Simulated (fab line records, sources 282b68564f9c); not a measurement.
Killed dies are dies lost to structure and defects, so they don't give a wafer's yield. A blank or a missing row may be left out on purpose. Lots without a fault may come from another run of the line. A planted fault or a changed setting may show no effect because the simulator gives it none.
A struck lot beside a sound one | flow rit_cmos | 21 steps out of a route of 202
Sound: wafers L467.3, L467.5, L467.6. Struck: wafers L477.3, L477.4, L477.5. The cause comes at the end.
At each step with rows: each side's tool, then ch and its chambers, then its first start. Under that, the readings that differ: sound wafers | struck wafers | difference of the means | sigmas: that difference in standard deviations of wafers without a fault.
alike: readings whose means differ by less than 2 such deviations, and words and numbers that are the same on both sides. not compared: withheld readings, readings that some wafer has no value for, bounds like >300 that may hide the same value, and numbers for which the record gives no deviation and whose values overlap.
The two part at a step that has a row with sigmas, a row that says differs or no value, or rows on one side only. Numbers that don't overlap but have no deviation are shown without sigmas and don't part them. A reading that every wafer of one side lacks parts them only if that side has two wafers or more.

first, 6 steps without rows for these wafers: RIT_NLDD_HMDS_00 (prime time 60 s); RIT_NLDD_COAT_01 (resist thk 1000 nm); RIT_NLDD_SOFTBAKE_02 (time 60 s); RIT_NLDD_EXPOSE_03 (exposes mask M7, target cd 40700 nm); RIT_NLDD_PEB_04; RIT_NLDD_DEVELOP_05 (develop time 50 s).
RIT_NLDD_OVL_MEAS_06:
  sound on overlay-02, day 2 18:32; struck on overlay-02, day 4 21:26
  alike: NLDD_OVL
then, 2 steps without rows for these wafers: RIT_NLDD_HARDBAKE_07 (time 60 s); RIT_NLDD_IMPLANT_08.
RIT_NLDD_STRIP_09: strips in O2, time 180 s.
  sound on plasma_asher-01 ch 0,1, day 2 18:55; struck on plasma_asher-03 ch 0,1, day 4 21:49
  alike: drypump_motor_current_A
  not compared: rf_hours_counter_h
RIT_NLDD_TW_MEAS_10:
  sound on film_metro-03, day 2 19:13; struck on film_metro-03, day 4 21:57
  alike: NLDD_TW
then, 1 step without rows for these wafers: RIT_PLDD_HMDS_00 (prime time 60 s).
RIT_PLDD_COAT_01: resist thk 1000 nm.
  sound on litho_track-02 ch 0, day 2 19:34; struck on litho_track-04 ch 0, day 4 22:11
  reading                                   | sound           | struck            | difference | sigmas
  model.NOVOLAK_of_PLDD_COAT_01.thk_nm (nm) | 1002 999.9 1002 | 939.7 940.9 940.9 | -60.8      |
  alike: dispense_pressure_kPa
then, 4 steps without rows for these wafers: RIT_PLDD_SOFTBAKE_02 (time 60 s); RIT_PLDD_EXPOSE_03 (exposes mask M8, target cd 40900 nm); RIT_PLDD_PEB_04; RIT_PLDD_DEVELOP_05 (develop time 50 s).
RIT_PLDD_OVL_MEAS_06:
  sound on overlay-01, day 2 20:25; struck on overlay-02, day 4 22:59
  alike: PLDD_OVL
RIT_PLDD_HARDBAKE_07: time 60 s.
  sound on litho_track-02 ch 0, day 2 20:29; struck on litho_track-02 ch 0, day 4 23:03
  reading                                   | sound             | struck          | difference | sigmas
  model.NOVOLAK_of_PLDD_COAT_01.thk_nm (nm) | 885.3 883.7 885.9 | 830.9 832 832.1 | -53.3      |
then, 1 step without rows for these wafers: RIT_PLDD_IMPLANT_08.
RIT_M1_PROBE_99:
  sound on prober-02, day 3 10:44; struck on prober-01, day 5 13:18
  alike: killed_at_contacts, killed_at_front_end, killed_dies, killed_open, killed_short

WHERE THEY PART
Nowhere in this record.

WHY: what the simulator had put in
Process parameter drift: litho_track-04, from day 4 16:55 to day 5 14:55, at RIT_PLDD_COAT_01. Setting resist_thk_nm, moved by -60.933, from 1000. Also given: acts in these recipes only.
